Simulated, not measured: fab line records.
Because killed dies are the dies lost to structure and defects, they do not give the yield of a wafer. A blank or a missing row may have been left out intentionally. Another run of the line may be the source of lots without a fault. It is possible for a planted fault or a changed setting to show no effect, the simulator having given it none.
fab line records -- flow rit_cmos
record: lots: 5, wafers: 15, last_day: 7
route steps=202 shown GATE@77 FOX2@80 M1@202
lots that met no fault: from a run of the same line without faults
start_h: hours from the record's first day to the start of the lot's first wafer shown -- wait_h: hours since the lot's step before -- " as in the row above -- L1.1+2: a single row standing in for several wafers -- - no value, or no start given -- * or withheld: withheld -- < > ~ a bound
route shown NAME@n: names a module that has steps shown in the file, with the first one's number in the route -- usual: mean/standard deviation of fault-free wafers -- same: alike in all rows -- chamber/n: place in a boat -- sites: per-site readings -- _std_site: the standard deviation of these -- _edge_site: the outer-site mean with the inner-site mean subtracted -- radius_mm: how far each site lies from the wafer's centre -- mask NAME#n: copy n -- behind: the most recent tool/chamber to have shaped the wafer -- hold: why the lot was held/for how many hours/how that ended -- device: which transistor (n, p or np) failed to switch -- end of line: tests of these same wafers at the route's end -- a step without rows: its recipe alone -- killed: not the wafer's yield, but the dies lost to structure and defects at the first sort -- map: per-die view of a wafer (x killed, . not killed, _ where there is no die)
set.NAME: the run value of the setting; set.NAME@STEP: its run value at that earlier step -- model.NAME: the simulator's own value behind a step, which no gauge read
certain route steps with their lots: each step a table, each wafer a row
services: the hour from which a tool's chamber was out of use, counted from the record's first day as start_h (under 0 if before that day), plus the number of hours and why
== steps ==
step: RIT_GATE_CLEAN_02
recipe: chemistry: dHF, dilution: 50:1, time_s: 30
step: RIT_GATE_CLEAN_03
recipe: chemistry: SC2, mix: 3:3:50, time_s: 600, temp_c: 75, dry: n2_spin
step: RIT_GATE_CLEAN_04
recipe: chemistry: dHF, dilution: 50:1, time_s: 60, dry: n2_spin
step: RIT_FOX2_THK_MEAS_91
recipe: reads: SiO2_of_FOX2_OXIDATION_00
usual: FIELD_OXIDE_LEFT_2_THK: 257/6.3
lot.wafer,tool,chamber,start_h,wait_h,FIELD_OXIDE_LEFT_2_THK[nm]
L417.3,film_metro-02,-,53.51,0.0,254
L417.4,film_metro-02,-,53.51,0.0,257
L417.6,film_metro-02,-,53.51,0.0,254
L423.2,film_metro-01,-,82.54,0.0,251
L423.4,film_metro-01,-,82.54,0.0,255
L423.5,film_metro-01,-,82.54,0.0,250
L425.3,film_metro-03,-,91.67,0.0,253
L425.4,film_metro-03,-,91.67,0.0,254
L425.6,film_metro-03,-,91.67,0.0,253
L426.1,film_metro-02,-,97.34,0.0,252
L426.4,film_metro-02,-,97.34,0.0,251
L426.6,film_metro-02,-,97.34,0.0,254
L435.2,film_metro-01,-,142.51,0.0,256
L435.4,film_metro-01,-,142.51,0.0,255
L435.5,film_metro-01,-,142.51,0.0,257
step: RIT_GATE_OXIDATION_05
recipe: temp_c: 900, ambient: O2, target_thk_a: 30, ox_time_s: 270
step: RIT_GATE_ANNEAL_06
recipe: temp_c: 900, time_s: 600, ambient: N2O
step: RIT_GATE_THK_MEAS_07
recipe: reads: SiO2_of_GATE_OXIDATION_05
usual: GATE_OXIDE_THK: 3.00/0.069
lot.wafer,tool,chamber,start_h,wait_h,GATE_OXIDE_THK[nm]
L417.3,film_metro-01,-,54.98,0.0,3.01
L417.4,film_metro-01,-,54.98,0.0,2.99
L417.6,film_metro-01,-,54.98,0.0,3.01
L423.2,film_metro-01,-,83.93,0.0,3.06
L423.4,film_metro-01,-,83.93,0.0,3.02
L423.5,film_metro-01,-,83.93,0.0,2.99
L425.3,film_metro-03,-,93.29,0.0,2.94
L425.4,film_metro-03,-,93.29,0.0,2.88
L425.6,film_metro-03,-,93.29,0.0,2.93
L426.1,film_metro-03,-,99.69,0.0,2.95
L426.4,film_metro-03,-,99.69,0.0,2.90
L426.6,film_metro-03,-,99.69,0.0,2.97
L435.2,film_metro-01,-,143.89,0.0,3.05
L435.4,film_metro-01,-,143.89,0.0,3.09
L435.5,film_metro-01,-,143.89,0.0,3.14
step: RIT_GATE_CVD_08
recipe: material: poly-Si, target_thk_nm: 250, temp_c: 610, precursor: SiH4, time_s: 2220, pressure_mtorr: 300, sih4_flow_sccm: 100
step: RIT_GATE_THK_MEAS_09
recipe: reads: poly-Si_of_GATE_CVD_08
usual: GATE_POLY_THK: 249.0/2.1
lot.wafer,tool,chamber,start_h,wait_h,GATE_POLY_THK[nm]
L417.3,film_metro-02,-,56.66,0.0,249.7
L417.4,film_metro-02,-,56.66,0.0,249.6
L417.6,film_metro-02,-,56.66,0.0,249.3
L423.2,film_metro-01,-,85.60,0.0,248.4
L423.4,film_metro-01,-,85.60,0.0,250.2
L423.5,film_metro-01,-,85.60,0.0,247.8
L425.3,film_metro-02,-,94.97,0.0,246.2
L425.4,film_metro-02,-,94.97,0.0,245.8
L425.6,film_metro-02,-,94.97,0.0,244.4
L426.1,film_metro-02,-,101.37,0.0,249.0
L426.4,film_metro-02,-,101.37,0.0,245.8
L426.6,film_metro-02,-,101.37,0.0,248.3
L435.2,film_metro-03,-,145.57,0.0,248.6
L435.4,film_metro-03,-,145.57,0.0,250.6
L435.5,film_metro-03,-,145.57,0.0,249.1
step: RIT_GATE_HMDS_10
recipe: prime_time_s: 60, prime_temp_c: 140
step: RIT_GATE_COAT_11
recipe: resist: NOVOLAK, spin_rpm: 4250, resist_thk_nm: 850
step: RIT_GATE_SOFTBAKE_12
recipe: resist: NOVOLAK, temp_c: 90, time_s: 60
step: RIT_GATE_EXPOSE_13
recipe: mask_id: M6, na: 0.6, source_shape: conventional, sigma_outer: 0.6, target_cd_nm: 150, dose_mj: 380
lot.wafer,tool,chamber,start_h,wait_h,mask
L417.3+4+6,iline_stepper-01,0,57.31,0.2,M6#0
L423.2+4+5,iline_stepper-02,0,86.25,0.2,M6#0
L425.3+4+6,iline_stepper-02,0,95.62,0.2,M6_R1#0
L426.1+4+6,iline_stepper-01,0,102.07,0.2,M6#0
L435.2+4+5,iline_stepper-02,0,146.09,0.1,M6#0
step: RIT_GATE_PEB_14
recipe: resist: NOVOLAK, temp_c: withheld, time_s: withheld
step: RIT_GATE_DEVELOP_15
recipe: resist: NOVOLAK, develop_time_s: 50, dev_temp_c: 23
step: RIT_GATE_CD_MEAS_16
recipe: target_cd_nm: 150
usual: cd_nm: 150.6/2.1
lot.wafer,tool,chamber,start_h,wait_h,cd_nm
L417.3,cd_sem-02,-,57.71,-,148.8
L417.4,cd_sem-02,-,57.71,-,147.9
L417.6,cd_sem-02,-,57.71,-,149.2
L423.2,cd_sem-01,-,86.65,-,150.3
L423.4,cd_sem-01,-,86.65,-,150.6
L423.5,cd_sem-01,-,86.65,-,149.4
L425.3,cd_sem-02,-,96.03,-,129.5
L425.4,cd_sem-02,-,96.03,-,127.6
L425.6,cd_sem-02,-,96.03,-,129.4
L426.1,cd_sem-02,-,102.60,-,152.3
L426.4,cd_sem-02,-,102.60,-,151.5
L426.6,cd_sem-02,-,102.60,-,153.5
L435.2,cd_sem-02,-,146.56,-,151.5
L435.4,cd_sem-02,-,146.56,-,152.4
L435.5,cd_sem-02,-,146.56,-,151.3
step: RIT_GATE_OVL_MEAS_17
usual: GATE_OVL: -0.9/1.2
lot.wafer,tool,chamber,start_h,wait_h,GATE_OVL[nm]
L417.3,overlay-02,-,57.81,0.1,-1.0
L417.4,overlay-02,-,57.81,0.1,-0.1
L417.6,overlay-02,-,57.81,0.1,-1.5
L423.2,overlay-02,-,86.75,0.1,1.7
L423.4,overlay-02,-,86.75,0.1,2.0
L423.5,overlay-02,-,86.75,0.1,-0.6
L425.3,overlay-01,-,96.12,0.1,1.4
L425.4,overlay-01,-,96.12,0.1,1.0
L425.6,overlay-01,-,96.12,0.1,1.6
L426.1,overlay-01,-,102.72,0.1,-0.5
L426.4,overlay-01,-,102.72,0.1,-2.1
L426.6,overlay-01,-,102.72,0.1,-0.5
L435.2,overlay-01,-,146.66,0.1,-0.7
L435.4,overlay-01,-,146.66,0.1,-1.0
L435.5,overlay-01,-,146.66,0.1,-0.8
step: RIT_GATE_HARDBAKE_18
recipe: resist: NOVOLAK, temp_c: 140, time_s: 60
step: RIT_GATE_ETCH_19
recipe: chemistry: SF6/CHF3/O2, time_s: 165, SF6_flow_sccm: 30, CHF3_flow_sccm: 30, O2_flow_sccm: 5, target: poly-Si, pressure_mtorr: 40, rf_w: 160, target_depth_a: 3125, over_etch_frac: 0.25, stop_on: SiO2
usual: drypump_motor_current_A: 5.7/0.37, oes_product_au: 0.849/0.0098, throttle_valve_pct: 10.28/0.17
lot.wafer,tool,chamber,start_h,wait_h,drypump_motor_current_A,oes_product_au,rf_hours_counter_h,throttle_valve_pct,model.GATE.cd_nm
L417.3,rie_si-01,1,57.98,0.1,6.2,0.849,94,10.07,148.8
L417.4,rie_si-01,3,57.98,0.1,5.9,0.862,104,10.39,148.4
L417.6,rie_si-01,1,57.98,0.1,6.2,0.850,-,10.07,149.4
L423.2,rie_si-01,2,86.93,0.1,5.6,0.843,130,10.45,150.5
L423.4,rie_si-01,0,86.93,0.1,6.3,0.870,136,10.20,150.5
L423.5,rie_si-01,2,86.93,0.1,5.6,0.845,-,10.41,149.3
L425.3,rie_si-01,1,96.29,0.1,6.1,0.830,94,10.06,129.5
L425.4,rie_si-01,0,96.29,0.1,6.3,0.852,136,10.19,127.8
L425.6,rie_si-01,3,96.29,0.1,6.0,0.844,-,10.38,129.1
L426.1,rie_si-02,1,102.91,0.1,5.0,0.851,28,10.33,152.6
L426.4,rie_si-02,2,102.91,0.1,5.9,0.822,2,9.98,151.4
L426.6,rie_si-02,3,102.91,0.1,5.5,0.843,-,10.47,153.8
L435.2,rie_si-01,3,146.84,0.1,5.9,0.864,105,10.40,151.3
L435.4,rie_si-01,2,146.84,0.1,5.6,0.839,130,10.43,152.4
L435.5,rie_si-01,2,146.84,0.1,5.6,0.849,-,10.45,151.4
step: RIT_GATE_STRIP_20
recipe: chemistry: O2, time_s: 180, resist: NOVOLAK, platen_temp_c: withheld, power_w: 500, pressure_mtorr: 4000, o2_flow_sccm: 4000
usual: drypump_motor_current_A: 5.9/0.41
lot.wafer,tool,chamber,start_h,wait_h,drypump_motor_current_A,rf_hours_counter_h
L417.3,plasma_asher-04,1,58.15,0.1,6.1,-
L417.4,plasma_asher-04,0,58.15,0.1,6.3,-
L417.6,plasma_asher-04,0,58.15,0.1,6.3,-
L423.2,plasma_asher-04,1,87.04,0.1,6.1,47
L423.4,plasma_asher-04,0,87.04,0.1,6.2,-
L423.5,plasma_asher-04,0,87.04,0.1,6.3,-
L425.3,plasma_asher-02,0,96.46,0.1,5.2,-
L425.4,plasma_asher-02,1,96.46,0.1,5.5,-
L425.6,plasma_asher-02,1,96.46,0.1,5.5,-
L426.1,plasma_asher-04,0,103.01,0.1,6.2,49
L426.4,plasma_asher-04,0,103.01,0.1,6.2,-
L426.6,plasma_asher-04,1,103.01,0.1,6.1,-
L435.2,plasma_asher-04,0,146.95,0.1,6.3,55
L435.4,plasma_asher-04,1,146.95,0.1,6.1,-
L435.5,plasma_asher-04,1,146.95,0.1,6.1,-
step: RIT_M1_PROBE_99
lot.wafer,tool,chamber,start_h,wait_h,model.etest.pmos_0p3.r_on_ohm_um,model.etest.pmos_turned.r_on_ohm_um,model.etest.pmos_0p15.r_on_ohm_um,model.etest.nmos_0p15.r_on_ohm_um,model.etest.nmos_0p3.r_on_ohm_um,model.etest.nmos_0p15.drive_ua_um,model.etest.pmos_0p15.drive_ua_um,model.etest.npoly_line.line_ohm_um
L417.3,prober-02,-,79.06,0.2,6290,3424,2751,1160,2187,470.4,256.7,168.7
L417.4,prober-02,-,79.11,0.2,6248,3492,2800,1166,2170,475.3,260.2,171.5
L417.6,prober-02,-,79.21,0.2,6394,3553,2878,1194,2237,464.2,250.7,168.4
L423.2,prober-02,-,107.14,0.1,6217,3276,2710,1134,2179,468.7,263.3,162.1
L423.4,prober-02,-,107.24,0.2,6350,3344,2723,1088,2180,466.9,257.4,163.9
L423.5,prober-02,-,107.29,0.2,6168,3284,2633,1086,2128,482,264.4,161.3
L425.3,prober-02,-,116.36,0.2,5629,2939,2271,999.2,1985,567.8,324.4,212.1
L425.4,prober-02,-,116.41,0.2,5833,3098,2338,1009,2017,557.9,316.1,218.9
L425.6,prober-02,-,116.51,0.2,5721,2993,2310,1007,1992,569.5,317.8,217
L426.1,prober-02,-,123.58,0.1,6086,3364,2736,1130,2121,469.9,261.5,162.5
L426.4,prober-02,-,123.73,0.2,6018,3307,2697,1120,2117,476.9,265.3,164.3
L426.6,prober-02,-,123.83,0.2,6128,3410,2786,1148,2157,456.8,254.4,159.6
L435.2,prober-01,-,166.58,0.1,6266,3430,2774,1081,2133,469.9,250.8,164.9
L435.4,prober-01,-,166.68,0.2,6437,3512,2835,1110,2144,464.7,246.1,163.9
L435.5,prober-01,-,166.73,0.2,6434,3459,2811,1088,2125,465.3,245.7,164.8
killed by level:class
L417.3 SPACER:geometric_particle:short=3 FOX1:geometric_particle:short=1 FOX2:geometric_particle:short=1
L417.4 GATE:geometric_particle:open=1 SPACER:geometric_particle:short=1 SILICIDE:geometric_particle:open=1 SILICIDE:geometric_particle:short=1
L417.6 GATE:geometric_particle:short=2
L423.2 FOX1:geometric_particle:short=2 FOX2:geometric_particle:short=2 FOX1:geometric_particle:open=1 FOX2:geometric_particle:open=1 GATE:geometric_particle:short=1 GATE:geometric_particle:open=1 REOX:geometric_particle:open=1
L423.4 FOX1:geometric_particle:open=2 GATE:geometric_particle:short=1 SILICIDE:geometric_particle:open=1 REOX:geometric_particle:open=1
L423.5 GATE:geometric_particle:open=2 SILICIDE:geometric_particle:open=2 FOX2:geometric_particle:open=1 REOX:geometric_particle:short=1
L426.1 GATE:geometric_particle:open=2 GATE:geometric_particle:short=1
L426.4 FOX1:geometric_particle:short=1 GATE:geometric_particle:open=1 REOX:geometric_particle:short=1 SPACER:geometric_particle:short=1
L426.6 FOX1:geometric_particle:open=2 GATE:geometric_particle:open=2 SPACER:geometric_particle:short=1 SILICIDE:geometric_particle:open=1
L435.2 GATE:geometric_particle:short=1 REOX:geometric_particle:open=1 SPACER:geometric_particle:open=1 SILICIDE:geometric_particle:short=1
L435.4 GATE:geometric_particle:open=2 GATE:geometric_particle:short=1 REOX:geometric_particle:short=1 REOX:geometric_particle:open=1 SPACER:geometric_particle:open=1
L435.5 FOX1:geometric_particle:short=2 SPACER:geometric_particle:open=2 ACTIVE:geometric_particle:short=1 FOX1:geometric_particle:open=1 REOX:geometric_particle:open=1 SPACER:geometric_particle:short=1 SILICIDE:geometric_particle:open=1 SILICIDE:geometric_particle:short=1
== services ==
tool,chamber,start_h,hours,kind
iline_stepper-02,-,47.05,1.7,pm
rie_si-01,0,60.62,14.0,repair
plasma_asher-02,-,69.46,7.5,repair
plasma_asher-02,-,108.75,9.0,pm
plasma_asher-02,0,108.75,9.0,vent_cycle
plasma_asher-02,1,108.75,9.0,vent_cycle
plasma_asher-02,0,117.75,-,clean
plasma_asher-02,1,117.75,-,clean
iline_stepper-01,-,122.91,1.7,pm
plasma_asher-04,-,143.73,0.8,repair
== key ==
first_sign: step: RIT_GATE_EXPOSE_13, reading: mask, direction: changed
effect: step: RIT_GATE_CD_MEAS_16, reading: cd_nm, direction: down, sigmas: 10, usual: 150.6, struck: 128.8
model_effect: step: RIT_GATE_ETCH_19, value: GATE.cd_nm, without: 150.8, struck: 128.8
model_effect: step: RIT_M1_PROBE_99, value: etest.pmos_0p3.r_on_ohm_um, without: 6226, struck: 5728
met_at RIT_GATE_EXPOSE_13
struck_wafers L425.3,L425.4,L425.6
sort_left_out L425.3,L425.4,L425.6
tester_left_out L425
onset_between 86.25 95.62
fault: kind: wrong_mask, tool: any, chamber: -, onset_h: 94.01, steps: RIT_GATE_EXPOSE_13, aux_copy: M6_R1#0, cd_offset_nm: -22, scope: struck_lots_only
tester_left_out: of these lots the tester's yield and bins aren't shown, on N5 and GAA mostly nor the transistor test; their killed dies are dies lost to structure and defects alone, not to doping, threshold or leakage, so they don't give the yield
sort_left_out: the simulated sort isn't trusted on such a fault, so these wafers' sort isn't shown, and their yield isn't known
